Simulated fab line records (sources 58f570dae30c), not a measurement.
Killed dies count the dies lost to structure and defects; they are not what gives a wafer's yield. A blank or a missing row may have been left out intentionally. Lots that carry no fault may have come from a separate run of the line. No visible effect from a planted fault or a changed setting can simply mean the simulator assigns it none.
Which tool was responsible?    flow berkeley_cmos170    7 lots with 21 wafers sampled at 3 steps, on a route of 331 steps

## WHAT EACH GAUGE READ, for each wafer
UCB170_NSD_OVL_MEAS_07.
lot   measured      on          NSD_OVL (nm)
L112  day 7 22:10   overlay-02  -3 5 1
L114  day 8 14:49   overlay-01  1 0 -6
L116  day 9 01:52   overlay-01  -1 1 -3
L117  day 9 02:09   overlay-02  1 0 1
L119  day 9 13:00   overlay-02  -5 0 -5
L127  day 10 18:56  overlay-01  -220 -223 -219
L131  day 11 18:13  overlay-01  -8 -6 -9

## WHICH TOOL RAN EACH LOT (tool, then ch and the chambers of the sampled wafers, then the start)
lot   UCB170_SPACER_ETCHBACK_03          UCB170_NSD_EXPOSE_03
L112  rie_diel-01 ch 0,1,3, day 7 18:50  krf_scanner-02 ch 0, day 7 21:32
L114  rie_diel-04 ch 0,1,3, day 8 07:54  krf_scanner-02 ch 0, day 8 13:45
L116  rie_diel-02 ch 0,1,3, day 8 22:20  krf_scanner-02 ch 0, day 9 01:16
L117  rie_diel-04 ch 0,2, day 8 22:25    krf_scanner-02 ch 0, day 9 01:31
L119  rie_diel-01 ch 0,1, day 9 08:37    krf_scanner-02 ch 0, day 9 11:35
L127  rie_diel-02 ch 0,1, day 10 15:59   krf_scanner-02 ch 0, day 10 18:26
L131  rie_diel-02 ch 0,2, day 11 14:40   krf_scanner-01 ch 0, day 11 17:43
- UCB170_SPACER_ETCHBACK_03: etches SiO2 in CHF3/CF4/Ar, stops on Si, target depth 376 nm, time 100 s.
- UCB170_NSD_EXPOSE_03: exposes mask NSELECT MOD, target cd 1200 nm.

## THE ANSWER, worked out from the rows above alone
Rule: the usual values come from the lots themselves. Put in order of their means at a reading, lots are off if they are a third of the lots or fewer, leave a main group of 4 or more, and stand apart from it by a gap of 3 or more times the standard deviation of the main group's means; of several such gaps the widest counts. The tables above print the reading to a certain number of digits; a main group whose means all agree to those digits is not used. Also off: a lot with no number at a reading for which 4 or more lots have one. The other lots that the step has rows for count as sound.
Off: L127, at UCB170_NSD_OVL_MEAS_07 (NSD_OVL). For the main group the mean is -2 nm and the standard deviation 2.9.
If a tool, at a process step before that reading, ran all the lots that are off and no sound lot after the first of them, it fits. The gauges at UCB170_NSD_OVL_MEAS_07 are tried like those tools. One candidate fits, namely krf_scanner-02 at UCB170_NSD_EXPOSE_03. A fault onset in the window from L119 (day 9 11:35, its last sound lot) to L127 (day 10 18:26, its first lot off) fits.

## WHAT WAS PUT IN BY THE SIMULATOR
Scanner matching overlay: krf_scanner-02, from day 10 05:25 on, at UCB170_NSD_EXPOSE_03. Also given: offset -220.
Struck lots among those shown: L127. The same result came from the rule above.
